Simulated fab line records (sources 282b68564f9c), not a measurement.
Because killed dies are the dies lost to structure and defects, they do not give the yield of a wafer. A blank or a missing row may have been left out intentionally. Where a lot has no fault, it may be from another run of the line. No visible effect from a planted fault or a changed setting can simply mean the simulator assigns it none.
A struck lot beside a sound one || flow rit cmos || 40 out of 202 route steps
Sound: the wafers L101.1, L101.4, L101.5. Struck: wafers L105.1, L105.2, L105.3. At the end, the cause is stated.
At each step with rows: each side's tool, then ch and its chambers, then its first start. Under that, the readings that differ: sound wafers || struck wafers || difference of the means || sigmas: that difference in standard deviations of wafers without a fault.
alike: readings whose means differ by less than 2 such deviations, and words and numbers that are the same on both sides. not compared: withheld readings, readings that some wafer has no value for, bounds like >300 that may hide the same value, and numbers for which the record gives no deviation and whose values overlap.
Wherever a step has rows on one side only, a row that says differs or no value, or a row with sigmas, the two part there. Non-overlapping numbers with no deviation appear without sigmas and do not part them. Lack of a reading on every wafer of one side parts them only where that side has two or more wafers.

first, 1 step without rows for these wafers: RIT_NWELL_IMPLANT_08.
RIT_NWELL_STRIP_09: strips in O2, time 180 s.
  sound on plasma asher-03 ch 0,1, day 3 04:17; struck on plasma asher-01 ch 0,1, day 4 00:14
  alike: chamber pressure mTorr, drypump motor current A
  not compared: rf hours counter h
RIT_NWELL_TW_MEAS_10:
  sound on film metro-04, day 3 04:28; struck on film metro-01, day 4 00:25
{"reading": "NWELL_TW", "sound": "2139 2144 2144", "struck": "2110 2117 2111", "difference": -30, "sigmas": -3}
then, 6 steps without rows for these wafers: RIT_PWELL_HMDS_00 (prime time 60 s); RIT_PWELL_COAT_01 (resist thk 1300 nm); RIT_PWELL_SOFTBAKE_02 (time 60 s); RIT_PWELL_EXPOSE_03 (exposes mask M3, target cd 43700 nm); RIT_PWELL_PEB_04; RIT_PWELL_DEVELOP_05 (develop time 68 s).
RIT_PWELL_OVL_MEAS_06:
  sound on overlay-02, day 3 05:32; struck on overlay-01, day 4 01:35
  alike: PWELL_OVL
then, 2 steps without rows for these wafers: RIT_PWELL_HARDBAKE_07 (time 120 s); RIT_PWELL_IMPLANT_08.
RIT_PWELL_STRIP_09: strips in O2, time 180 s.
  sound on plasma asher-01 ch 0,1, day 3 05:58; struck on plasma asher-02 ch 0,1, day 4 02:01
  no value came back on the struck wafers for chamber pressure mTorr (mTorr), drypump motor current A (A), time s (s); on the sound wafers chamber pressure mTorr (mTorr) reads 4003 4007 4003
{"reading": "model.NOVOLAK_of_PWELL_COAT_01.thk nm (nm)", "sound": "0 0 0", "struck": "1137 1138 1136", "difference": "+1137", "sigmas": ""}
  not compared: rf hours counter h
RIT_PWELL_TW_MEAS_10:
  sound on film metro-03, day 3 06:08; struck on film metro-03, day 4 02:11
  alike: PWELL_TW
then, 1 step without rows for these wafers: RIT_WELLDRIVE_ANNEAL_00 (time 14700 s).
RIT_WELLDRIVE_RS_MEAS_01: measures by four-point-probe.
  sound on film metro-03, day 3 12:17; struck on film metro-04, day 4 09:50
{"reading": "NWELL_RS (ohm/sq)", "sound": "274.7 275.6 275.3", "struck": "276.7 277.0 276.6", "difference": "+1.6", "sigmas": "+2"}
RIT_WELLDRIVE_RS_MEAS_02: measures by four-point-probe.
  sound on film metro-03, day 3 12:24; struck on film metro-04, day 4 09:57
{"reading": "PWELL_RS (ohm/sq)", "sound": "429.1 428.4 428.2", "struck": "432.3 431.0 430.9", "difference": "+2.8", "sigmas": "+3"}
then, 6 steps without rows for these wafers: RIT_NRETRO_HMDS_00 (prime time 60 s); RIT_NRETRO_COAT_01 (resist thk 1300 nm); RIT_NRETRO_SOFTBAKE_02 (time 60 s); RIT_NRETRO_EXPOSE_03 (exposes mask M4, target cd 43900 nm); RIT_NRETRO_PEB_04; RIT_NRETRO_DEVELOP_05 (develop time 68 s).
RIT_NRETRO_OVL_MEAS_06:
  sound on overlay-01, day 3 13:33; struck on overlay-01, day 4 11:12
  alike: NRETRO_OVL
then, 2 steps without rows for these wafers: RIT_NRETRO_HARDBAKE_07 (time 120 s); RIT_NRETRO_IMPLANT_08.
RIT_NRETRO_STRIP_09: strips in O2, time 180 s.
  sound on plasma asher-02 ch 0,1, day 3 13:59; struck on plasma asher-01 ch 0,1, day 4 11:38
  alike: chamber pressure mTorr, drypump motor current A
  not compared: rf hours counter h
RIT_NRETRO_TW_MEAS_10:
  sound on film metro-02, day 3 14:10; struck on film metro-04, day 4 11:49
{"reading": "NRETRO_TW", "sound": "1055 1055 1052", "struck": "30 30 30", "difference": -1024, "sigmas": "-99 or more"}
then, 6 steps without rows for these wafers: RIT_PRETRO_HMDS_00 (prime time 60 s); RIT_PRETRO_COAT_01 (resist thk 1300 nm); RIT_PRETRO_SOFTBAKE_02 (time 60 s); RIT_PRETRO_EXPOSE_03 (exposes mask M5, target cd 43700 nm); RIT_PRETRO_PEB_04; RIT_PRETRO_DEVELOP_05 (develop time 68 s).
RIT_PRETRO_OVL_MEAS_06:
  sound on overlay-02, day 3 15:06; struck on overlay-01, day 4 12:53
  alike: PRETRO_OVL
then, 2 steps without rows for these wafers: RIT_PRETRO_HARDBAKE_07 (time 120 s); RIT_PRETRO_IMPLANT_08.
RIT_PRETRO_STRIP_09: strips in O2, time 180 s.
  sound on plasma asher-03 ch 0,1, day 3 15:32; struck on plasma asher-03 ch 0,1, day 4 13:19
  alike: chamber pressure mTorr, drypump motor current A
  not compared: rf hours counter h
RIT_PRETRO_TW_MEAS_10:
  sound on film metro-02, day 3 15:43; struck on film metro-01, day 4 13:29
{"reading": "PRETRO_TW", "sound": "474.8 476.4 472.9", "struck": "29.6 29.7 29.7", "difference": -445.0, "sigmas": "-99 or more"}
then, 1 step without rows for these wafers: RIT_GATE_WET_ETCH_00 (etches SiO2 in BOE, target depth 56 nm, time 60 s).

WHERE THEY PART
Earliest at RIT_NWELL_TW_MEAS_10; latest, in this record, at RIT_PRETRO_TW_MEAS_10.

WHY: what the simulator had put in
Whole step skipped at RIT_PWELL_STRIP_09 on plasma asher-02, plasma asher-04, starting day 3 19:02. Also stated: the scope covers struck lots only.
